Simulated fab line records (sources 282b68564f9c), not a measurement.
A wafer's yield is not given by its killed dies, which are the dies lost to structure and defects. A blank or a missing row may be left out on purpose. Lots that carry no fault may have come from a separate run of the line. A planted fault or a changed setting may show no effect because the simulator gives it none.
Which of the tools did it?	flow rit-cmos	7 lots with 21 wafers sampled at 3 steps, on a route of 202 steps

== WHAT EACH GAUGE READ, for each wafer ==
RIT_M1_RS_MEAS_01: measures by four-point-probe.
lot	measured	on	M1_AL_RS (ohm/sq)
L484	day 3 15:07	film-metro-02	0.0730 0.0720 0.0719
L487	day 4 03:06	film-metro-02	0.0714 0.0717 0.0721
L489	day 4 15:47	film-metro-03	0.0733 0.0737 0.0734
L492	day 5 03:38	film-metro-03	0.0719 0.0722 0.0718
L496	day 5 23:11	film-metro-03	0.0734 0.0722 0.0728
L499	day 6 15:13	film-metro-02	0.0472 0.0472 0.0470
L504	day 7 15:02	film-metro-02	0.0730 0.0733 0.0726

== WHAT TOOL EACH LOT RAN ON (gives the tool, then ch and the chambers of the sampled wafers, and finally the start) ==
lot	RIT_NSD_SOFTBAKE_02	RIT_M1_SPUTTER_00
L484	litho-track-03 ch 0, day 3 08:19	pvd-sputter-01, day 3 14:48
L487	litho-track-03 ch 0, day 3 20:23	pvd-sputter-01, day 4 02:49
L489	litho-track-01 ch 0, day 4 08:53	pvd-sputter-01, day 4 15:29
L492	litho-track-01 ch 0, day 4 20:53	pvd-sputter-04, day 5 03:19
L496	litho-track-01 ch 0, day 5 16:42	pvd-sputter-04, day 5 22:52
L499	litho-track-03 ch 0, day 6 07:57	pvd-sputter-01, day 6 14:55
L504	litho-track-03 ch 0, day 7 08:04	pvd-sputter-04, day 7 14:44
- RIT_NSD_SOFTBAKE_02: time 60.96 s.
- RIT_M1_SPUTTER_00: material Al, target thk 400 nm, time 500 s.

== THE ANSWER, worked out from the rows above alone ==
Rule: usual is defined by the lots themselves. Put in order of their means at a reading, lots are off if they are a third of the lots or fewer, leave a main group of 4 or more, and stand apart from it by a gap of 3 or more times the standard deviation of the main group's means; of several such gaps the widest counts. A main group whose means are all the same, to the digits that the tables above print for the reading, isn't used. A lot without any number at a reading at which 4 lots or more have one is off too. Where the step has rows for the other lots, those lots are counted as sound.
Off: L499, at RIT_M1_RS_MEAS_01 (M1_AL_RS). The main group has a mean of 0.0725 ohm/sq with a standard deviation of 0.0006.
A tool fits if, at a process step before that reading, it ran every lot that is off, and no sound lot after the first of them. Those tools and the gauges at RIT_M1_RS_MEAS_01 are tried in the same way. One fits: pvd-sputter-01 at RIT_M1_SPUTTER_00. Its last sound lot is L489 (day 4 15:29), its first lot that is off L499 (day 6 14:55): a fault that began between those two fits.

== WHAT WAS PUT IN BY THE SIMULATOR ==
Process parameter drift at RIT_M1_SPUTTER_00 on pvd-sputter-01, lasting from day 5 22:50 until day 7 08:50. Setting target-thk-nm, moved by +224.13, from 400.
Lots struck among those shown: L499. The same result came from the rule above.
